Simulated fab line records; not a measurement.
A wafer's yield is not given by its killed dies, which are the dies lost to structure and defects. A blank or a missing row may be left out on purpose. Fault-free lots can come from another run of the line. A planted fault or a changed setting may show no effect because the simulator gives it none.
A struck lot beside a sound one || flow berkeley_cmos170 || 31 out of 331 route steps
Sound: these wafers, L713.1, L713.3, L713.6. Wafers struck: L702.1, L702.2, L702.3. The cause comes at the end.
At each step with rows: each side's tool, then ch and its chambers, then its first start. Under that, the readings that differ: sound wafers || struck wafers || difference of the means || sigmas: that difference in standard deviations of wafers without a fault.
alike: a reading whose means differ by less than 2 such deviations, as well as words and numbers matching on both sides. not compared: withheld readings; readings where some wafer has no value; bounds like >300 that might hide an equal value; numbers whose values overlap and for which the record gives no deviation.
A row with sigmas, a row that says differs or no value, or rows on one side alone: a step with any of these is where the two part. Numbers that don't overlap but have no deviation are shown without sigmas and don't part them. A reading that every wafer of one side lacks parts them only if that side has two wafers or more.

UCB170_PLDD_TW_MEAS_11:
  sound: film_metro-02 at day 10 11:19; struck: film_metro-02 at day 9 06:19
  alike: PLDD_TW
then, 7 steps without rows for these wafers: UCB170_PLDD_CLEAN_12 (cleans in SPM, time 600 s); UCB170_NLDD_HMDS_00 (prime time 60 s); UCB170_NLDD_COAT_01 (resist thk 900 nm); UCB170_NLDD_SOFTBAKE_02 (time 60 s); UCB170_NLDD_EXPOSE_03 (exposes mask NSELECT, target cd 1200 nm); UCB170_NLDD_PEB_04; UCB170_NLDD_DEVELOP_05 (develop time 45 s).
UCB170_NLDD_CD_MEAS_06 targets a cd of 1200 nm.
  sound: cd_sem-01 at day 10 16:34; struck: cd_sem-02 at day 9 08:50
  alike: cd_nm
UCB170_NLDD_OVL_MEAS_07:
  sound: overlay-02 at day 10 16:41; struck: overlay-02 at day 9 08:58
  alike: NLDD_OVL
then, 2 steps without rows for these wafers: UCB170_NLDD_IMPLANT_08; UCB170_NLDD_IMPLANT_09.
UCB170_NLDD_STRIP_10: strips in O2.
  sound on plasma_asher-03 ch 0,1, day 10 17:01; struck on plasma_asher-01 ch 0,1, day 9 09:17
  no value came back on the struck wafers for chamber_pressure_mTorr (mTorr), drypump_motor_current_A (A), oes_product_au (a.u.), strip_time_to_endpoint_s (s); on the sound wafers chamber_pressure_mTorr (mTorr) reads 3496 3504 3499
{"reading": "model.KrF_of_NLDD_COAT_01.thk_nm (nm)", "sound": "0 0 0", "struck": "887.2 886.7 886", "difference": "+886.6", "sigmas": ""}
  not compared: rf_hours_counter_h
UCB170_NLDD_TW_MEAS_11:
  sound: film_metro-02 at day 10 17:07; struck: film_metro-02 at day 9 09:23
  alike: NLDD_TW
then, 1 step without rows for these wafers: UCB170_NLDD_CLEAN_12 (cleans in SPM, time 600 s).
UCB170_SPACER_CVD_00: deposits SiO2 from TEOS/O2, target thk 376 nm, time 47 s.
  sound on pecvd-03 ch 0,1,2, day 10 17:22; struck on pecvd-01 ch 0,1, day 9 09:38
  alike: heater_power_w, susceptor_temp_C
UCB170_SPACER_THK_MEAS_01:
  sound: film_metro-01 at day 10 17:25; struck: film_metro-01 at day 9 09:41
  alike: SPACER_TEOS_THK
then, 1 step without rows for these wafers: UCB170_SPACER_ANNEAL_02 (time 1800 s).
UCB170_SPACER_ETCHBACK_03: etches SiO2 in CHF3/CF4/Ar, stops on Si, target depth 376 nm, time 100 s.
  sound on rie_diel-01 ch 0,1,3, day 10 22:13; struck on rie_diel-04 ch 1,2,3, day 9 12:50
  alike: cf4_flow_sccm, drypump_motor_current_A, oes_product_au, throttle_valve_pct
  not compared: rf_hours_counter_h
then, 6 steps without rows for these wafers: UCB170_PSD_HMDS_00 (prime time 60 s); UCB170_PSD_COAT_01 (resist thk 900 nm); UCB170_PSD_SOFTBAKE_02 (time 60 s); UCB170_PSD_EXPOSE_03 (exposes mask PSELECT MOD, target cd 1200 nm); UCB170_PSD_PEB_04; UCB170_PSD_DEVELOP_05 (develop time 45 s).
UCB170_PSD_CD_MEAS_06 targets a cd of 1200 nm.
  sound: cd_sem-02 at day 11 01:01; struck: cd_sem-02 at day 9 16:07
  alike: cd_nm
UCB170_PSD_OVL_MEAS_07:
  sound: overlay-02 at day 11 01:08; struck: overlay-01 at day 9 16:14
{"reading": "PSD_OVL (nm)", "sound": "-22 -19 -15", "struck": "-1 -4 -5", "difference": "+15", "sigmas": "+3"}
following that, these wafers have no rows for 1 step: UCB170_PSD_IMPLANT_08.
UCB170_PSD_STRIP_09: strips in O2.
  sound on plasma_asher-04 ch 0,1, day 11 01:20; struck on plasma_asher-04 ch 0,1, day 9 16:25
{"reading": "oes_product_au (a.u.)", "sound": "0.601 0.597 0.590", "struck": "0.661 0.655 0.672", "difference": "+0.067", "sigmas": "+14"}
{"reading": "strip_time_to_endpoint_s (s)", "sound": "29.42 29.35 29.41", "struck": "55.71 55.68 55.64", "difference": "+26.28", "sigmas": "+99 or more"}
  alike: chamber_pressure_mTorr, drypump_motor_current_A
  not compared: rf_hours_counter_h
UCB170_PSD_TW_MEAS_10:
  sound: film_metro-02 at day 11 01:26; struck: film_metro-01 at day 9 16:31
{"reading": "PSD_TW", "sound": "2354 2340 2345", "struck": "30 30 30", "difference": -2316, "sigmas": -89}
then, 1 step without rows for these wafers: UCB170_PSD_CLEAN_11 (cleans in SPM, time 600 s).

WHERE THEY PART
At UCB170_NLDD_STRIP_10 first; at UCB170_PSD_TW_MEAS_10 last (within this record only).

WHY: the cause the simulator had injected
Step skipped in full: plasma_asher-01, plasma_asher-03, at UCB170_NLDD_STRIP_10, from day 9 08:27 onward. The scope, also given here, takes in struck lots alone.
